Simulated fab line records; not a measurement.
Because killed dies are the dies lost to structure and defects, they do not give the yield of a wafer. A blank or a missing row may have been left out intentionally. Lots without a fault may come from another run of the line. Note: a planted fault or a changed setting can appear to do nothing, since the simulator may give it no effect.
Which of the tools did it? :: flow rit_cmos :: 15 lots with 45 wafers sampled at 2 steps, on a route of 202 steps

WHAT THE GAUGES SHOWED, per wafer
No reading from a measuring or inspecting step in the record can be judged against a usual standard deviation.

WHICH TOOL RAN EACH LOT (tool, then ch and the chambers of the sampled wafers, then the start)
lot: L972
RIT_NWELL_IMPLANT_08: implanter-01 ch 0, day 1 21:34
RIT_M1_PROBE_99: -

lot: L974
RIT_NWELL_IMPLANT_08: implanter-04 ch 0, day 2 07:33
RIT_M1_PROBE_99: -

lot: L975
RIT_NWELL_IMPLANT_08: implanter-01 ch 0, day 2 12:18
RIT_M1_PROBE_99: -

lot: L977
RIT_NWELL_IMPLANT_08: implanter-02 ch 0, day 2 21:41
RIT_M1_PROBE_99: -

lot: L979
RIT_NWELL_IMPLANT_08: implanter-01 ch 0, day 3 07:33
RIT_M1_PROBE_99: -

lot: L980
RIT_NWELL_IMPLANT_08: implanter-04 ch 0, day 3 14:10
RIT_M1_PROBE_99: -

lot: L981
RIT_NWELL_IMPLANT_08: implanter-02 ch 0, day 3 20:14
RIT_M1_PROBE_99: -

lot: L982
RIT_NWELL_IMPLANT_08: implanter-04 ch 0, day 3 23:01
RIT_M1_PROBE_99: -

lot: L983
RIT_NWELL_IMPLANT_08: implanter-02 ch 0, day 4 03:50
RIT_M1_PROBE_99: -

lot: L985
RIT_NWELL_IMPLANT_08: implanter-02 ch 0, day 4 14:45
RIT_M1_PROBE_99: prober-02, day 6 06:20

lot: L987
RIT_NWELL_IMPLANT_08: implanter-04 ch 0, day 5 01:26
RIT_M1_PROBE_99: -

lot: L988
RIT_NWELL_IMPLANT_08: implanter-02 ch 0, day 5 06:52
RIT_M1_PROBE_99: -

lot: L989
RIT_NWELL_IMPLANT_08: implanter-02 ch 0, day 5 12:29
RIT_M1_PROBE_99: -

lot: L993
RIT_NWELL_IMPLANT_08: implanter-04 ch 0, day 6 12:19
RIT_M1_PROBE_99: -

lot: L995
RIT_NWELL_IMPLANT_08: implanter-01 ch 0, day 7 00:43
RIT_M1_PROBE_99: -
- RIT_NWELL_IMPLANT_08
- RIT_M1_PROBE_99

AS READ BY THE TOOLS THEMSELVES (means over the sampled wafers that have a number; for cases with no such wafer, the mark the record gives instead)
RIT_NWELL_IMPLANT_08. Usual: 170.00 for beam_energy_keV, sd 0.05.
lot: L972
tool: implanter-01
beam_energy_keV: 170.04
flag: 

lot: L974
tool: implanter-04
beam_energy_keV: 170.00
flag: 

lot: L975
tool: implanter-01
beam_energy_keV: 169.93
flag: 

lot: L977
tool: implanter-02
beam_energy_keV: 169.97
flag: 

lot: L979
tool: implanter-01
beam_energy_keV: 170.06
flag: 

lot: L980
tool: implanter-04
beam_energy_keV: 170.02
flag: 

lot: L981
tool: implanter-02
beam_energy_keV: 170.03
flag: 

lot: L982
tool: implanter-04
beam_energy_keV: 170.00
flag: 

lot: L983
tool: implanter-02
beam_energy_keV: 170.01
flag: 

lot: L985
tool: implanter-02
beam_energy_keV: 153.02
flag: OFF

lot: L987
tool: implanter-04
beam_energy_keV: 170.01
flag: 

lot: L988
tool: implanter-02
beam_energy_keV: 152.98
flag: OFF

lot: L989
tool: implanter-02
beam_energy_keV: 152.98
flag: OFF

lot: L993
tool: implanter-04
beam_energy_keV: 170.03
flag: 

lot: L995
tool: implanter-01
beam_energy_keV: 169.96
flag: 

RIT_M1_PROBE_99. Usual: killed_at_M0_to_M3 0.0, standard deviation 0.14; killed_at_contacts 0.0, standard deviation 0.25; killed_at_front_end 6.6, standard deviation 2.7; killed_dies 6.7, standard deviation 2.7; killed_open 3.3, standard deviation 1.9; killed_short 3.4, standard deviation 1.9.
lot: L985
tool: prober-02
killed_at_M0_to_M3: 0.0
killed_at_contacts: 0.0
killed_at_front_end: 4.3
killed_dies: 4.3
killed_open: 2.3
killed_short: 2.0
flag: 

THE ANSWER, worked out from the rows above alone
Rule: a lot counts as off when the mean over its wafers that have a number is more than 3 standard deviations away from the usual mean. Also off: a lot with no number at a reading for which 4 or more lots have one. The other lots that the step has rows for count as sound. Order of review: gauges by route order, followed by the tools' own readings, for which a lot's mean as printed above is used. At the first step where some lot is off, the reading lying furthest off is the one used; lots without a number count as furthest.
Off: L985, L988, L989 (RIT_NWELL_IMPLANT_08, beam_energy_keV).
A tool fits if, at that step or a process step before it, it ran every lot that is off, and no sound lot after the first of them. One fits: implanter-02 at RIT_NWELL_IMPLANT_08. Its last sound lot is L983 (day 4 03:50), its first lot that is off L985 (day 4 14:45): a fault that began between those two fits.
The tool's own readings at RIT_NWELL_IMPLANT_08 bear it out: on the lots that are off they differ by more than 5 times the standard deviation of the sound lots' means. beam_energy_keV reads 152.99 there against 170.00 on the sound lots.

WHAT HAD BEEN PUT IN BY THE SIMULATOR
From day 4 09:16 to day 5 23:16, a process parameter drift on implanter-02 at RIT_NWELL_IMPLANT_08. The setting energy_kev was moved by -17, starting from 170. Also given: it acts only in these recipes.
Shown lots that were struck: L985, L988, L989. This agrees with what the rule above found.
